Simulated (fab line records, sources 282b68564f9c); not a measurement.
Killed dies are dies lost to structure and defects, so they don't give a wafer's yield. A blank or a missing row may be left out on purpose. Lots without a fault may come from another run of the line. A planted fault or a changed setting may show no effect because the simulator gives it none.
Which tool did it? | flow rit_cmos | 14 lots, 42 wafers sampled, at 2 steps of a route of 202

WHAT THE GAUGES READ, wafer by wafer
The record holds no reading of a measuring or inspecting step that can be judged against a usual standard deviation.

WHICH TOOL RAN EACH LOT (tool, then ch and the chambers of the sampled wafers, then the start)
lot  | RIT_NLDD_STRIP_09                   | RIT_M1_PROBE_99
L163 | plasma_asher-03 ch 0,1, day 3 03:17 | -
L164 | plasma_asher-03 ch 0,1, day 3 09:21 | -
L166 | plasma_asher-03 ch 0,1, day 3 22:28 | -
L167 | plasma_asher-01 ch 0,1, day 3 22:34 | -
L168 | plasma_asher-04 ch 0,1, day 3 23:58 | -
L169 | plasma_asher-04 ch 0,1, day 4 05:05 | prober-02, day 4 21:35
L173 | plasma_asher-04 ch 0,1, day 5 01:23 | prober-02, day 5 17:50
L174 | plasma_asher-03 ch 0,1, day 5 07:56 | prober-01, day 5 23:24
L178 | plasma_asher-04 ch 0,1, day 6 03:18 | -
L179 | plasma_asher-03 ch 0,1, day 6 07:33 | -
L180 | plasma_asher-01 ch 0,1, day 6 10:56 | -
L181 | plasma_asher-03 ch 0, day 6 19:33   | -
L182 | plasma_asher-03 ch 0,1, day 6 23:12 | -
L185 | plasma_asher-03 ch 0,1, day 7 13:58 | -
- RIT_NLDD_STRIP_09: strips in O2, time 180 s.
- RIT_M1_PROBE_99

WHAT THE TOOLS THEMSELVES READ (means of the sampled wafers that have a number; where no wafer has one, the mark that the record gives instead)
RIT_NLDD_STRIP_09. Usual: chamber_pressure_mTorr 4000 mTorr, standard deviation 3.6; drypump_motor_current_A 5.6 A, standard deviation 0.46; rf_refl_power_W 7.1 W, standard deviation 1.6.
lot  | tool            | chamber_pressure_mTorr (mTorr) | drypump_motor_current_A (A) | rf_refl_power_W (W) | flag
L163 | plasma_asher-03 | 3998                           | 5.5                         | 9.2                 |
L164 | plasma_asher-03 | 3998                           | 5.5                         | 8.8                 |
L166 | plasma_asher-03 | 4000                           | 5.5                         | 8.9                 |
L167 | plasma_asher-01 | 4000                           | 6.0                         | 5.4                 |
L168 | plasma_asher-04 | 4001                           | 5.8                         | 6.2                 |
L169 | plasma_asher-04 | 4002                           | 5.5                         | 5.9                 |
L173 | plasma_asher-04 | 1999                           | 5.5                         | 6.1                 | OFF
L174 | plasma_asher-03 | 3999                           | 5.5                         | 9.0                 |
L178 | plasma_asher-04 | 2002                           | 5.8                         | 6.5                 | OFF
L179 | plasma_asher-03 | 4002                           | 5.5                         | 8.9                 |
L180 | plasma_asher-01 | 4001                           | 6.0                         | 5.5                 |
L181 | plasma_asher-03 | 3999                           | 5.5                         | 9.0                 |
L182 | plasma_asher-03 | 4001                           | 5.5                         | 9.1                 |
L185 | plasma_asher-03 | 3999                           | 5.5                         | 9.3                 |

RIT_M1_PROBE_99. Usual: killed_at_contacts 0.0, standard deviation 0.22; killed_at_front_end 7, standard deviation 3.1; killed_dies 7, standard deviation 3.1; killed_on_rim 1.6, standard deviation 1.3; killed_open 3.5, standard deviation 2.2; killed_short 3.3, standard deviation 1.9.
lot  | tool      | killed_at_contacts | killed_at_front_end | killed_dies | killed_on_rim | killed_open | killed_short | flag
L169 | prober-02 | 0.0                | 6                   | 6           | 1.0           | 1.3         | 4.3          |
L173 | prober-02 | 0.3                | 9                   | 9           | 1.7           | 6.3         | 2.7          |
L174 | prober-01 | 0.0                | 7                   | 7           | 1.3           | 3.0         | 4.0          |

THE ANSWER, worked out from the rows above alone
Rule: a lot is off if the mean of its wafers that have a number lies more than 3 standard deviations from the usual mean. A lot without any number at a reading at which 4 lots or more have one is off too. The other lots that the step has rows for count as sound. The gauges are gone through in route order, then the tools' own readings, and for those a lot's mean is taken as printed above. The first step at which some lot is off is used, and at that step the reading that is off furthest; a lot without a number counts as furthest.
Off: L173, L178, at RIT_NLDD_STRIP_09 (chamber_pressure_mTorr).
A tool fits if, at that step or a process step before it, it ran every lot that is off, and no sound lot after the first of them. One fits: plasma_asher-04 at RIT_NLDD_STRIP_09. Its last sound lot is L169 (day 4 05:05), its first lot that is off L173 (day 5 01:23): a fault that began between those two fits.
The tool's own readings at RIT_NLDD_STRIP_09 bear it out: on the lots that are off they differ by more than 5 times the standard deviation of the sound lots' means. chamber_pressure_mTorr reads 2000 mTorr there against 4000 mTorr on the sound lots.

WHAT THE SIMULATOR HAD PUT IN
Process parameter drift: plasma_asher-04, from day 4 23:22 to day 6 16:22, at RIT_NLDD_STRIP_09. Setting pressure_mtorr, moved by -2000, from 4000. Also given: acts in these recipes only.
Lots struck among those shown: L173, L178. The rule above found the same.
